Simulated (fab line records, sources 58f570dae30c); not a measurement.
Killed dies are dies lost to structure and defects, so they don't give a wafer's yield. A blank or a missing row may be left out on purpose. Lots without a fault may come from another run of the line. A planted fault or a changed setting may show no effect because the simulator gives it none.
Which tool did it? | flow berkeley_cmos170 | 7 lots, 21 wafers sampled, at 1 step of a route of 331

WHAT THE GAUGES READ, wafer by wafer
UCB170_NWELL_THK_MEAS_02.
lot  | measured    | on            | NWELL_OXIDE_THK (nm)
L970 | day 2 15:26 | film_metro-04 | 25.2 25.7 25.6
L972 | day 3 03:35 | film_metro-03 | 26.3 26.2 26.6
L974 | day 3 11:40 | film_metro-02 | 26.0 26.0 26.2
L976 | day 3 17:11 | film_metro-03 | 25.9 26.2 26.2
L979 | day 4 11:24 | film_metro-04 | 26.4 25.8 26.4
L982 | day 5 04:04 | film_metro-04 | 25.6 25.7 25.7
L988 | day 6 04:56 | film_metro-04 | 25.7 26.3 25.7

WHICH TOOL RAN EACH LOT (tool, then ch and the chambers of the sampled wafers, then the start)
The record holds no process step before these readings.

THE ANSWER, worked out from the rows above alone
Rule: what is usual is taken from the lots themselves. Put in order of their means at a reading, lots are off if they are a third of the lots or fewer, leave a main group of 4 or more, and stand apart from it by a gap of 3 or more times the standard deviation of the main group's means; of several such gaps the widest counts. A main group whose means are all the same, to the digits that the tables above print for the reading, isn't used. A lot without any number at a reading at which 4 lots or more have one is off too. The other lots that the step has rows for count as sound.
No lot is off at any reading shown: from this, nothing can be told.

WHAT THE SIMULATOR HAD PUT IN
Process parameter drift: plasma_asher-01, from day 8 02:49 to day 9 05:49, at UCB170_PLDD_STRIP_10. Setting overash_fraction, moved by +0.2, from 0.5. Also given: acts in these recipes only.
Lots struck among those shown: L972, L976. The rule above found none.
